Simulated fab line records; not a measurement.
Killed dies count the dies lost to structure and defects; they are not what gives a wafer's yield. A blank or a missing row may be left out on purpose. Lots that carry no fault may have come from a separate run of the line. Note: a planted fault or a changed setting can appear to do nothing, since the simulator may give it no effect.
Check for tools in common :: flow rit cmos :: Lots sampled 14, wafers sampled 42

THE REASON FOR OPENING IT
At RIT_PRETRO_TW_MEAS_10 the reading PRETRO_TW is flagged on 2 of 14 lots. Wafers without a fault read 482, standard deviation 4.1.
Rule: a lot gets a flag if all its wafers with a number sit over 4 standard deviations from that mean, or if no wafer of it has a number. The rest of the lots are taken to be sound.

lot: L481
measured: day 2 09:07
on: film metro-03
PRETRO_TW, wafer by wafer: 486 484 481
flag: 

lot: L482
measured: day 2 14:55
on: film metro-03
PRETRO_TW, wafer by wafer: 484 486 483
flag: 

lot: L483
measured: day 2 19:06
on: film metro-02
PRETRO_TW, wafer by wafer: 484 483 480
flag: 

lot: L484
measured: day 3 00:19
on: film metro-01
PRETRO_TW, wafer by wafer: 475 474 476
flag: 

lot: L485
measured: day 3 05:24
on: film metro-02
PRETRO_TW, wafer by wafer: 484 484 482
flag: 

lot: L486
measured: day 3 11:50
on: film metro-02
PRETRO_TW, wafer by wafer: 486 483 483
flag: 

lot: L487
measured: day 3 17:24
on: film metro-01
PRETRO_TW, wafer by wafer: 476 475 474
flag: 

lot: L491
measured: day 4 11:26
on: film metro-02
PRETRO_TW, wafer by wafer: 483 484 483
flag: 

lot: L493
measured: day 5 00:12
on: film metro-02
PRETRO_TW, wafer by wafer: 462 462 464
flag: FLAGGED

lot: L496
measured: day 5 14:25
on: film metro-02
PRETRO_TW, wafer by wafer: 458 463 461
flag: FLAGGED

lot: L501
measured: day 6 13:27
on: film metro-01
PRETRO_TW, wafer by wafer: 476 478 478
flag: 

lot: L502
measured: day 6 19:31
on: film metro-02
PRETRO_TW, wafer by wafer: 488 487 486
flag: 

lot: L503
measured: day 7 00:48
on: film metro-02
PRETRO_TW, wafer by wafer: 484 487 487
flag: 

lot: L504
measured: day 7 06:26
on: film metro-03
PRETRO_TW, wafer by wafer: 481 484 480
flag: 
On average the flagged lots' numbers are 462, which is -20 against the usual, or -5 standard deviations.

EACH LOT AND THE TOOL IT RAN ON
The record holds 1 process step before the reading, out of a route of 202 steps. Cell contents, in order: the tool; ch with the chambers the sampled wafers went through; the start.
lot: L481
flag: 
RIT_PRETRO_IMPLANT_08: implanter-04 ch 0, day 2 08:50

lot: L482
flag: 
RIT_PRETRO_IMPLANT_08: implanter-03 ch 0, day 2 14:35

lot: L483
flag: 
RIT_PRETRO_IMPLANT_08: implanter-04 ch 0, day 2 18:46

lot: L484
flag: 
RIT_PRETRO_IMPLANT_08: implanter-02 ch 0, day 2 23:59

lot: L485
flag: 
RIT_PRETRO_IMPLANT_08: implanter-02 ch 0, day 3 05:05

lot: L486
flag: 
RIT_PRETRO_IMPLANT_08: implanter-04 ch 0, day 3 11:31

lot: L487
flag: 
RIT_PRETRO_IMPLANT_08: implanter-04 ch 0, day 3 17:04

lot: L491
flag: 
RIT_PRETRO_IMPLANT_08: implanter-02 ch 0, day 4 11:07

lot: L493
flag: FLAGGED
RIT_PRETRO_IMPLANT_08: implanter-04 ch 0, day 4 23:53

lot: L496
flag: FLAGGED
RIT_PRETRO_IMPLANT_08: implanter-04 ch 0, day 5 14:06

lot: L501
flag: 
RIT_PRETRO_IMPLANT_08: implanter-02 ch 0, day 6 13:08

lot: L502
flag: 
RIT_PRETRO_IMPLANT_08: implanter-02 ch 0, day 6 19:11

lot: L503
flag: 
RIT_PRETRO_IMPLANT_08: implanter-02 ch 0, day 7 00:29

lot: L504
flag: 
RIT_PRETRO_IMPLANT_08: implanter-02 ch 0, day 7 06:07
These steps, and what they do:
- RIT_PRETRO_IMPLANT_08
- RIT_PRETRO_TW_MEAS_10

FLAGGED OVER TOTAL, TOOL BY TOOL (the gauges that took the reading come last)
step: RIT_PRETRO_IMPLANT_08
tool: implanter-02
lots run: 7
flagged: 0
share of the flagged lots: none
sound lots run after its first flagged lot: -

step: RIT_PRETRO_IMPLANT_08
tool: implanter-03
lots run: 1
flagged: 0
share of the flagged lots: none
sound lots run after its first flagged lot: -

step: RIT_PRETRO_IMPLANT_08
tool: implanter-04
lots run: 6
flagged: 2
share of the flagged lots: all
sound lots run after its first flagged lot: 0

step: RIT_PRETRO_TW_MEAS_10
tool: film metro-01
lots run: 3
flagged: 0
share of the flagged lots: none
sound lots run after its first flagged lot: -

step: RIT_PRETRO_TW_MEAS_10
tool: film metro-02
lots run: 8
flagged: 2
share of the flagged lots: all
sound lots run after its first flagged lot: 2 (L502,L503)

step: RIT_PRETRO_TW_MEAS_10
tool: film metro-03
lots run: 3
flagged: 0
share of the flagged lots: none
sound lots run after its first flagged lot: -

WHAT IS ALLOWED BY THE TABLE
Table rows that saw every flagged lot: 2, namely implanter-04 at RIT_PRETRO_IMPLANT_08 and film metro-02 at RIT_PRETRO_TW_MEAS_10.
- implanter-04 at RIT_PRETRO_IMPLANT_08: 2 of its 6 lots flagged. A fault beginning between L487 (day 3 17:04), its last sound lot, and L493 (day 4 23:53), its first flagged one, fits the data.
- film metro-02 at RIT_PRETRO_TW_MEAS_10: 2 of its 8 lots flagged. After the first flagged lot (L502, L503), sound lots still ran on it; a lasting fault on the whole tool would not permit that.
Left over: one tool, implanter-04 at RIT_PRETRO_IMPLANT_08.

WHAT HAD BEEN PUT IN BY THE SIMULATOR
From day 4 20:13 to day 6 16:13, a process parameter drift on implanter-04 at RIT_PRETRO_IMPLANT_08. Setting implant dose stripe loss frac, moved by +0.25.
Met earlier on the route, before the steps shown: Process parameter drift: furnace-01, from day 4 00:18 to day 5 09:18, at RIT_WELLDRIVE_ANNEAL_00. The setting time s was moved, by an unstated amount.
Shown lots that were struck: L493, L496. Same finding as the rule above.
